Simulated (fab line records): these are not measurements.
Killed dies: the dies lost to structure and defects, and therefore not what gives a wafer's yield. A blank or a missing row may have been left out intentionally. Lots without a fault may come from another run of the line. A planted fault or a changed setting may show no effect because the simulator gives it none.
Which of the tools did it? | flow berkeley-cmos170 | 45 wafers from 15 lots sampled at 5 of the route's 331 steps

## WHAT THE GAUGES SHOWED, per wafer
UCB170_ACTIVE_THK_MEAS_03. Usual: ACTIVE_OXIDE_THK gives 26.2 nm (standard deviation 0.6).
lot  | measured    | on            | ACTIVE_OXIDE_THK (nm) | flag
L317 | day 4 13:20 | film-metro-02 | 26.8 26.1 26.8        |
L318 | day 4 13:20 | film-metro-01 | 25.9 26.1 26.3        |
L319 | day 4 13:22 | film-metro-03 | 26.4 25.9 25.6        |
L320 | day 5 00:26 | film-metro-02 | 25.5 25.4 25.8        |
L324 | day 5 09:11 | film-metro-03 | 26.9 27.3 27.0        |
L323 | day 5 09:12 | film-metro-02 | 26.7 26.1 25.7        |
L321 | day 5 09:13 | film-metro-01 | 27.2 26.9 27.3        |
L322 | day 5 09:15 | film-metro-03 | 26.2 26.1 26.4        |
L326 | day 6 03:13 | film-metro-03 | 25.9 26.0 26.3        |
L325 | day 6 03:14 | film-metro-01 | 26.4 26.8 26.5        |
L328 | day 6 18:02 | film-metro-03 | 26.6 26.9 26.5        |
L329 | day 6 18:02 | film-metro-01 | 26.3 26.1 26.1        |
L327 | day 6 18:04 | film-metro-02 | 26.3 26.1 26.2        |
L337 | day 8 15:50 | film-metro-03 | 27.3 27.0 26.7        |
L338 | day 8 15:56 | film-metro-01 | 27.0 27.2 26.4        |

UCB170_FIELD_THK_MEAS_90. Usual: FIELD_OXIDE_LEFT_1_THK gives 437 nm (standard deviation 11).
lot  | measured    | on            | FIELD_OXIDE_LEFT_1_THK (nm) | flag
L317 | day 5 16:31 | film-metro-04 | 434 435 438                 |
L318 | day 5 16:31 | film-metro-03 | 441 447 453                 |
L319 | day 5 16:31 | film-metro-01 | 432 425 431                 |
L320 | day 6 01:01 | film-metro-04 | 435 431 433                 |
L324 | day 6 13:29 | film-metro-03 | 423 433 429                 |
L323 | day 6 13:33 | film-metro-01 | 453 456 450                 |
L321 | day 6 13:29 | film-metro-01 | 450 456 435                 |
L322 | day 6 13:29 | film-metro-04 | 435 434 428                 |
L326 | day 7 14:17 | film-metro-04 | 444 451 448                 |
L325 | day 7 14:19 | film-metro-03 | 445 445 436                 |
L328 | day 7 23:56 | film-metro-04 | 462 454 452                 |
L329 | day 7 23:59 | film-metro-04 | 430 432 437                 |
L327 | day 7 23:53 | film-metro-04 | 447 438 435                 |
L337 | day 9 17:26 | film-metro-04 | 433 440 435                 |
L338 | day 9 17:31 | film-metro-01 | 438 430 432                 |

UCB170_PVT_OVL_MEAS_06. Usual: PVT_OVL gives -1 nm (standard deviation 4.9).
lot  | measured     | on         | PVT_OVL (nm) | flag
L317 | day 6 08:36  | overlay-02 | 4 -4 1       |
L318 | day 6 08:50  | overlay-01 | 6 17 6       |
L319 | day 6 08:58  | overlay-02 | -3 3 3       |
L320 | day 7 04:28  | overlay-01 | -5 -3 -10    |
L324 | day 7 17:11  | overlay-01 | -5 -10 0     |
L323 | day 7 17:37  | overlay-02 | 3 -2 4       |
L321 | day 7 17:16  | overlay-02 | 0 3 -3       |
L322 | day 7 17:30  | overlay-01 | 0 -1 1       |
L326 | day 8 09:53  | overlay-02 | -2 -8 0      |
L325 | day 8 10:14  | overlay-02 | -4 -3 -5     |
L328 | day 8 18:31  | overlay-01 | -7 -6 -8     |
L329 | day 8 18:45  | overlay-02 | -4 -2 1      |
L327 | day 8 18:24  | overlay-02 | -4 1 -4      |
L337 | day 10 11:38 | overlay-01 | -5 -3 -9     |
L338 | day 10 12:08 | overlay-02 | 7 13 5       |

UCB170_GATE_THK_MEAS_02. Usual: GATE_OXIDE_THK gives 6.53 nm (standard deviation 0.13).
lot  | measured     | on            | GATE_OXIDE_THK (nm) | flag
L317 | day 6 18:20  | film-metro-01 | 6.80 6.59 6.78      |
L318 | day 6 18:20  | film-metro-04 | 6.58 6.46 6.65      |
L319 | day 6 18:23  | film-metro-02 | 6.50 6.52 6.58      |
L320 | day 7 12:05  | film-metro-02 | 6.43 6.44 6.54      |
L324 | day 7 23:09  | film-metro-04 | 6.70 6.60 6.75      |
L323 | day 7 23:13  | film-metro-02 | 6.49 6.33 6.53      |
L321 | day 7 23:09  | film-metro-02 | 6.25 6.39 6.43      |
L322 | day 7 23:13  | film-metro-04 | 6.43 6.40 6.36      |
L326 | day 8 14:29  | film-metro-01 | 6.41 6.58 6.57      |
L325 | day 8 14:31  | film-metro-02 | 6.56 6.64 6.64      |
L328 | day 9 00:16  | film-metro-04 | 5.81 5.86 5.67      | OFF
L329 | day 9 00:16  | film-metro-02 | 5.57 5.52 5.56      | OFF
L327 | day 9 00:17  | film-metro-01 | 5.65 5.66 5.72      | OFF
L337 | day 10 17:29 | film-metro-02 | 6.55 6.44 6.43      |
L338 | day 10 17:31 | film-metro-01 | 6.41 6.41 6.35      |

## TOOL THAT RAN EACH LOT (tool first, then ch and the chambers of the sampled wafers, then the start)
lot  | UCB170_GATE_OXIDATION_01
L317 | furnace-01 ch 0, day 6 16:50
L318 | furnace-01 ch 0, day 6 16:50
L319 | furnace-01 ch 0, day 6 16:50
L320 | furnace-04 ch 0, day 7 10:35
L324 | furnace-01 ch 0, day 7 21:39
L323 | furnace-01 ch 0, day 7 21:39
L321 | furnace-01 ch 0, day 7 21:39
L322 | furnace-01 ch 0, day 7 21:39
L326 | furnace-02 ch 0, day 8 12:59
L325 | furnace-02 ch 0, day 8 12:59
L328 | furnace-02 ch 0, day 8 22:45
L329 | furnace-02 ch 0, day 8 22:45
L327 | furnace-02 ch 0, day 8 22:45
L337 | furnace-04 ch 0, day 10 15:59
L338 | furnace-04 ch 0, day 10 15:59
- UCB170_GATE_OXIDATION_01: target thk 6.6 nm, ox time 1800 s.

## WHAT THE TOOLS THEMSELVES READ (means of the sampled wafers that have a number; where no wafer has one, the mark that the record gives instead)
UCB170_GATE_OXIDATION_01. Usual: ox-temp-c-max at 853.2, with a standard deviation of 1.1.
lot  | tool       | ox-temp-c-max | flag
L317 | furnace-01 | 851.9         |
L318 | furnace-01 | 852.1         |
L319 | furnace-01 | 851.8         |
L320 | furnace-04 | 853.4         |
L324 | furnace-01 | 851.8         |
L323 | furnace-01 | 852.5         |
L321 | furnace-01 | 853.3         |
L322 | furnace-01 | 851.6         |
L326 | furnace-02 | 853.9         |
L325 | furnace-02 | 853.3         |
L328 | furnace-02 | 853.7         |
L329 | furnace-02 | 854.7         |
L327 | furnace-02 | 854.7         |
L337 | furnace-04 | 853.4         |
L338 | furnace-04 | 853.8         |

## THE ANSWER, worked out from the rows above alone
Rule: lot off if the mean of its wafers having a number is beyond 3 standard deviations from the usual mean. A lot without any number at a reading at which 4 lots or more have one is off too. Any other lot the step has rows for is counted as sound. Order of review: gauges by route order, followed by the tools' own readings, for which a lot's mean as printed above is used. At the first step where some lot is off, the reading lying furthest off is the one used; lots without a number count as furthest.
Off: L328, L329, L327, seen at UCB170_GATE_THK_MEAS_02 (GATE_OXIDE_THK).
A tool fits if, at a process step before that reading, it ran every lot that is off, and no sound lot after the first of them. Those tools and the gauges at UCB170_GATE_THK_MEAS_02 are tried in the same way. One candidate fits, namely furnace-02 at UCB170_GATE_OXIDATION_01. Its last sound lot is L325 (day 8 12:59), its first lot that is off L327 (day 8 22:45): a fault that began between those two fits.

## WHAT WAS PUT IN BY THE SIMULATOR
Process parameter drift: furnace-02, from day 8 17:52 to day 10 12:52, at UCB170_GATE_OXIDATION_01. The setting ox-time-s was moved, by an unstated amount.
Lots struck among those shown: L328, L329, L327. The rule above reached the same finding.
